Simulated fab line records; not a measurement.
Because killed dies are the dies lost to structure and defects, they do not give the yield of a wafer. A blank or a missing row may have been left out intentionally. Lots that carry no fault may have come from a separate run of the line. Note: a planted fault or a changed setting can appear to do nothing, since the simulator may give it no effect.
A struck lot beside a sound one    flow berkeley_cmos170    32 out of 331 route steps
Sound: these wafers, L451.2, L451.3, L451.4. Struck: wafer L465.6 (left out: L465.3, L465.5 of the same lot, which were not struck); the cause appears at the end.
At each step with rows: each side's tool, then ch and its chambers, then its first start. Under that, the readings that differ: sound wafers    struck wafers    difference of the means    sigmas: that difference in standard deviations of wafers without a fault.
alike: same words and numbers on both sides, and readings whose means sit less than 2 such deviations apart. not compared: any withheld reading, any reading some wafer has no value for, any bound like >300 that may hide the same value, and any number with overlapping values for which the record gives no deviation.
The two part at a step that has a row with sigmas, a row that says differs or no value, or rows on one side only. Numbers that don't overlap but have no deviation are shown without sigmas and don't part them. A reading missing from all wafers of one side parts the sides only when that side holds two or more wafers.

first, 6 steps without rows for these wafers: UCB170_V1_HMDS_06 (prime time 60 s); UCB170_V1_COAT_07 (resist thk 900 nm); UCB170_V1_SOFTBAKE_08 (time 60 s); UCB170_V1_EXPOSE_09 (exposes mask VIA1, target cd 700 nm); UCB170_V1_PEB_10; UCB170_V1_DEVELOP_11 (develop time 45 s).
UCB170_V1_CD_MEAS_12: target cd 700 nm.
  sound on cd_sem-01, day 9 21:13; struck on cd_sem-01, day 12 11:05
reading     sound              struck  difference  sigmas
cd_nm (nm)  700.2 701.8 700.5  697.0   -3.8        -3
UCB170_V1_OVL_MEAS_13:
  sound on overlay-02, day 9 21:19; struck on overlay-02, day 12 11:10
  alike: V1_OVL
UCB170_V1_ETCH_14: etches SiO2 in CHF3/CF4/Ar, stops on Al, target depth 1250 nm, time 291 s.
  sound on rie_diel-04 ch 0,2,3, day 9 21:21; struck on rie_diel-04 ch 2, day 12 11:11
  alike: CHF3_flow_sccm, chamber_pressure_mTorr, drypump_motor_current_A, oes_product_au, throttle_valve_pct
  not compared: rf_hours_counter_h
UCB170_V1_STRIP_15: strips in O2.
  sound on plasma_asher-01 ch 0,1, day 9 21:32; struck on plasma_asher-04 ch 1, day 12 11:24
reading                      sound              struck  difference  sigmas
drypump_motor_current_A (A)  5.9 6.0 6.0        5.3     -0.7        -2
oes_product_au (a.u.)        0.722 0.728 0.727  0.716   -0.010      -2
  alike: chamber_pressure_mTorr, strip_time_to_endpoint_s
  not compared: rf_hours_counter_h
UCB170_V1_CD_MEAS_90: target cd 700 nm.
  sound on cd_sem-02, day 9 21:39; struck on cd_sem-02, day 12 11:31
reading     sound              struck  difference  sigmas
cd_nm (nm)  699.0 700.2 699.4  695.4   -4.1        -2
then, 1 step without rows for these wafers: UCB170_M2_PRE_CLEAN_00 (preclean etch time 60 s).
UCB170_M2_SPUTTER_01: material Al, target thk 900 nm, time 120 s.
  sound on pvd_sputter-04, day 9 21:49; struck on pvd_sputter-04, day 12 11:40
reading                                sound                 struck  difference  sigmas
cathode_dc_power_W (W)                 5999.8 6001.7 5999.4  6778.6  +778.3      +99 or more
model.Al_of_M2_SPUTTER_01.thk_nm (nm)  904.9 906.9 901.7     1017    +112        
  alike: throttle_valve_pct
UCB170_M2_RS_MEAS_02: measures by four-point-probe.
  sound on film_metro-04, day 9 21:55; struck on film_metro-01, day 12 11:47
reading            sound                 struck  difference  sigmas
M2_AL_RS (ohm/sq)  0.0320 0.0319 0.0321  0.0284  -0.0036     -11
UCB170_M2_THK_MEAS_03: measures by xrf.
  sound on film_metro-04, day 9 22:02; struck on film_metro-01, day 12 11:53
reading         sound        struck  difference  sigmas
M2_AL_THK (nm)  920 924 914  1032    +113        +11
then, 3 steps without rows for these wafers: UCB170_M2_HMDS_04 (prime time 60 s); UCB170_M2_COAT_05 (resist thk 900 nm); UCB170_M2_SOFTBAKE_06 (time 60 s).
UCB170_M2_STRIP_07: strips in O2.
  sound on plasma_asher-03 ch 0,1, day 9 23:05; struck on plasma_asher-02 ch 1, day 12 12:24
reading                      sound        struck  difference  sigmas
drypump_motor_current_A (A)  5.4 5.3 5.4  6.4     +1.0        +3
  alike: chamber_pressure_mTorr, oes_product_au, strip_time_to_endpoint_s
  not compared: rf_hours_counter_h
then, 7 steps without rows for these wafers: UCB170_M2_STRIP_08 (strips KrF in DMSO, time 600 s); UCB170_M2_COAT_09; UCB170_M2_COAT_10 (resist thk 900 nm); UCB170_M2_SOFTBAKE_11 (time 60 s); UCB170_M2_EXPOSE_12 (exposes mask METAL2, target cd 700 nm); UCB170_M2_PEB_13; UCB170_M2_DEVELOP_14 (develop time 45 s).
UCB170_M2_CD_MEAS_15: target cd 700 nm.
  sound on cd_sem-02, day 10 01:38; struck on cd_sem-02, day 12 13:52
  alike: cd_nm
UCB170_M2_OVL_MEAS_16:
  sound on overlay-01, day 10 01:44; struck on overlay-01, day 12 13:57
reading      sound      struck  difference  sigmas
M2_OVL (nm)  -10 -7 -5  9       +16         +3
UCB170_M2_ETCH_17: etches BARC in N2/H2.
  sound on rie_diel-04 ch 0,2,3, day 10 01:46; struck on rie_diel-03 ch 0, day 12 13:59
reading                      sound        struck  difference  sigmas
drypump_motor_current_A (A)  6.3 5.9 5.3  5.0     -0.8        -2
  alike: chamber_pressure_mTorr, n2_flow_sccm, oes_product_au, throttle_valve_pct
UCB170_M2_METAL_ETCH_18: etches Al in Cl2/BCl3, stops on SiO2, target depth 1170 nm, time 195 s.
  sound on rie_metal-02 ch 0,1, day 10 01:49; struck on rie_metal-02 ch 0, day 12 14:05
reading                sound              struck  difference  sigmas
oes_product_au (a.u.)  0.885 0.891 0.876  0.949   +0.065      +6
  alike: chamber_pressure_mTorr, drypump_motor_current_A, throttle_valve_pct
  not compared: rf_hours_counter_h
UCB170_M2_STRIP_19: strips in O2.
  sound on plasma_asher-03 ch 0,1, day 10 02:00; struck on plasma_asher-03 ch 1, day 12 14:14
  alike: chamber_pressure_mTorr, drypump_motor_current_A, oes_product_au
  not compared: rf_hours_counter_h
UCB170_M3_PROBE_99:
  rows exist in the record for the sound wafers here (prober-02, day 10 10:34), none for the struck ones

== WHERE THEY PART ==
At UCB170_V1_CD_MEAS_12 first; at UCB170_M3_PROBE_99 last (within this record only).

WHY: the cause the simulator had injected
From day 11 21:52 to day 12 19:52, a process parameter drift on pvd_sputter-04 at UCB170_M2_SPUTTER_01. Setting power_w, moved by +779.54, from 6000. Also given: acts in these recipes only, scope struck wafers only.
